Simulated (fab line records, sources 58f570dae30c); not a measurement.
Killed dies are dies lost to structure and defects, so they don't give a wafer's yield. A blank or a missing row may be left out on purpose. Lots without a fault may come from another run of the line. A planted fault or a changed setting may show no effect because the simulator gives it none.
Chamber matching | flow berkeley_cmos170 | UCB170_SILICIDE_WET_ETCH_05 on wet_bench-02: 4 sister chambers
The step etches Ti in SPM, time 45 s. 8 wafers are shown with their chamber, then 10 later ones without.

WAFERS WITH THEIR CHAMBER
wafer  | chamber | bath_heat_duty_pct (%)
L508.5 | 0       | 10.9
L508.6 | 0       | 9.9
L510.5 | 3       | 10.3
L510.6 | 3       | 12.2
L513.3 | 1       | 12.1
L513.4 | 1       | 12.4
L514.1 | 2       | 14.4
L514.4 | 2       | 14.9

WAFERS WITHOUT THEIR CHAMBER
wafer  | bath_heat_duty_pct (%)
L514.5 | 15.5
L515.1 | 11.2
L515.4 | 10.7
L515.6 | 10.9
L517.2 | 11.1
L517.4 | 12.6
L517.5 | 12.2
L516.2 | 11.2
L516.3 | 9.6
L516.5 | 10.7

WHICH CHAMBER EACH WENT THROUGH
wafer  | from the rows above          | in truth
L514.5 | 2                            | 2
L515.1 | can't be placed: 3 or 0 or 1 | 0
L515.4 | can't be placed: 0 or 3 or 1 | 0
L515.6 | can't be placed: 3 or 0 or 1 | 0
L517.2 | can't be placed: 3 or 0 or 1 | 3
L517.4 | can't be placed: 1 or 3      | 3
L517.5 | can't be placed: 1 or 3      | 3
L516.2 | can't be placed: 3 or 0 or 1 | 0
L516.3 | can't be placed: 0 or 3      | 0
L516.5 | can't be placed: 0 or 3 or 1 | 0
Placed correctly: 1 of 10. Can't be placed from these rows: 9 (the true chamber is among the candidates in 9). Placed wrongly: 0.
How it was worked out, from the rows above alone: a wafer's distance from a chamber is the root of the sum, over the readings, of the square of ((its reading less the chamber's mean) divided by the reading's scatter). The wafer belongs to the nearest chamber; if the next one is less than 2 further off, it can't be placed. A chamber's mean is the mean of its shown wafers. The scatter: the root of (the sum of the squares of (reading less its chamber's mean) over the shown wafers, divided by (wafers less chambers)).
